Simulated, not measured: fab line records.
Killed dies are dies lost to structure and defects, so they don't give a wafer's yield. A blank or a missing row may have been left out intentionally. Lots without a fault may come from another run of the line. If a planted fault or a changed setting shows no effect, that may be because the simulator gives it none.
Chamber matching + flow berkeley-cmos170 + 4 sister chambers for UCB170_M1_ETCH_11 on rie-diel-04
The step etches BARC in N2/H2. 4 wafers are shown with their chamber, then 8 later ones without.

## WAFERS, EACH WITH ITS CHAMBER
| wafer  | chamber | throttle-valve-pct (%) |
|--------|---------|------------------------|
| L348.2 | 1       | 12.98                  |
| L352.2 | 2       | 12.74                  |
| L351.3 | 0       | 12.95                  |
| L354.3 | 3       | 13.07                  |

## WAFERS WITH NO CHAMBER GIVEN
| wafer  | throttle-valve-pct (%) |
|--------|------------------------|
| L354.5 | 12.98                  |
| L354.6 | 12.99                  |
| L360.1 | 12.73                  |
| L360.2 | 13.07                  |
| L360.4 | 12.96                  |
| L362.2 | 12.97                  |
| L362.4 | 12.75                  |
| L362.6 | 13.06                  |

## CHAMBER TAKEN BY EACH
| wafer  | from the rows above     | in truth                   |
|--------|-------------------------|----------------------------|
| L354.5 | 1                       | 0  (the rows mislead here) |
| L354.6 | 1                       | 1                          |
| L360.1 | 2                       | 2                          |
| L360.2 | 3                       | 3                          |
| L360.4 | can't be placed: 0 or 1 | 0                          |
| L362.2 | can't be placed: 1 or 0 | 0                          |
| L362.4 | 2                       | 2                          |
| L362.6 | 3                       | 3                          |
Placed correctly: 5 of 8. Unplaceable from these rows: 2, with the true chamber sitting among the candidates in 2. Placed wrongly: 1.
How it was worked out, from the rows above alone: a wafer's distance from a chamber is the root of the sum, over the readings, of the square of ((its reading less the chamber's mean) divided by the reading's scatter). The wafer belongs to the nearest chamber; if the next one is less than 2 further off, it can't be placed. The mean given for a chamber averages the wafers shown for that chamber. The scatter (one wafer shown for each chamber): square how far every hidden wafer sits from the nearest shown wafer, average those squares and take the square root.
